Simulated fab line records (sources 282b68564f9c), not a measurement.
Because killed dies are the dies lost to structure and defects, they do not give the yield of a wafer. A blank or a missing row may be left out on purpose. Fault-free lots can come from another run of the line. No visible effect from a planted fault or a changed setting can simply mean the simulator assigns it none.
Which of the tools did it? -- flow rit-cmos -- Sampling: 14 lots, 42 wafers, 2 of 202 route steps

== WHAT EACH GAUGE READ, for each wafer ==
RIT_NLDD_OVL_MEAS_06.
lot,measured,on,NLDD_OVL (nm)
L138,day 2 19:47,overlay-01,-4.0 -3.2 -1.9
L139,day 2 22:15,overlay-01,2.0 0.4 -1.5
L140,day 3 03:01,overlay-01,0.5 -0.9 -0.9
L141,day 3 09:54,overlay-01,-2.3 -1.8 -2.5
L143,day 3 19:04,overlay-01,-0.5 -0.9 1.2
L145,day 4 06:46,overlay-01,-148.4 -148.6 -148.9 -147.6 -147.4 -148.3
L150,day 5 06:51,overlay-01,-149.3 -149.4 -149.7 -148.0 -148.4 -148.0
L152,day 5 19:11,overlay-02,0.4 -0.3 0.5
L153,day 5 21:08,overlay-01,-3.7 -1.7 -5.2
L154,day 6 03:11,overlay-02,1.8 2.6 2.7
L156,day 6 14:01,overlay-01,-3.4 -0.7 -2.1
L157,day 6 17:42,overlay-02,0.4 -0.6 0.4
L158,day 6 21:36,overlay-01,0.9 2.6 0.8
L160,day 7 10:32,overlay-02,-1.9 -0.9 -2.1

== EACH LOT AND THE TOOL THAT RAN IT (in order: tool; ch and the chambers of the sampled wafers; start) ==
lot,RIT_NLDD_EXPOSE_03
L138,"iline-stepper-02 ch 0, day 2 19:24"
L139,"iline-stepper-02 ch 0, day 2 21:52"
L140,"iline-stepper-01 ch 0, day 3 02:37"
L141,"iline-stepper-01 ch 0, day 3 09:30"
L143,"iline-stepper-01 ch 0, day 3 18:40"
L145,"iline-stepper-02 ch 0, day 4 06:23"
L150,"iline-stepper-02 ch 0, day 5 06:27"
L152,"iline-stepper-01 ch 0, day 5 18:47"
L153,"iline-stepper-01 ch 0, day 5 20:44"
L154,"iline-stepper-01 ch 0, day 6 02:47"
L156,"iline-stepper-01 ch 0, day 6 13:37"
L157,"iline-stepper-01 ch 0, day 6 17:18"
L158,"iline-stepper-01 ch 0, day 6 21:13"
L160,"iline-stepper-01 ch 0, day 7 10:10"
- RIT_NLDD_EXPOSE_03: exposes mask M7, target cd 40700 nm.

== AS READ BY THE TOOLS THEMSELVES (means over the sampled wafers that have a number; for cases with no such wafer, the mark the record gives instead) ==
The record holds no such reading with a usual standard deviation.

== THE ANSWER, worked out from the rows above alone ==
Rule: usual is defined by the lots themselves. Put in order of their means at a reading, lots are off if they are a third of the lots or fewer, leave a main group of 4 or more, and stand apart from it by a gap of 3 or more times the standard deviation of the main group's means; of several such gaps the widest counts. A main group is skipped when, at the precision printed for the reading in the tables above, its means are all equal. A lot without any number at a reading at which 4 lots or more have one is off too. Any other lot the step has rows for is counted as sound. Order of review: gauges by route order, followed by the tools' own readings, for which a lot's mean as printed above is used. The first step at which some lot is off is used, and at that step the reading that is off furthest; a lot without a number counts as furthest.
Off: L145, L150, at RIT_NLDD_OVL_MEAS_06 (NLDD_OVL). For the main group the mean is -0.7 nm and the standard deviation 1.7.
A tool fits if, at a process step before that reading, it ran every lot that is off, and no sound lot after the first of them. Those tools and the gauges at RIT_NLDD_OVL_MEAS_06 are tried in the same way. One candidate fits, namely iline-stepper-02 at RIT_NLDD_EXPOSE_03. Its last sound lot is L139 (day 2 21:52), its first lot that is off L145 (day 4 06:23): a fault that began between those two fits.

== WHAT HAD BEEN PUT IN BY THE SIMULATOR ==
Scanner matching overlay: iline-stepper-02, from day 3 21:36 on, at RIT_NLDD_EXPOSE_03. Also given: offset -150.
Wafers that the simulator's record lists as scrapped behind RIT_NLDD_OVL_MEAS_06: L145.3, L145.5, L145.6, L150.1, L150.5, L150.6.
Lots struck among those shown: L145, L150. The rule above found the same.
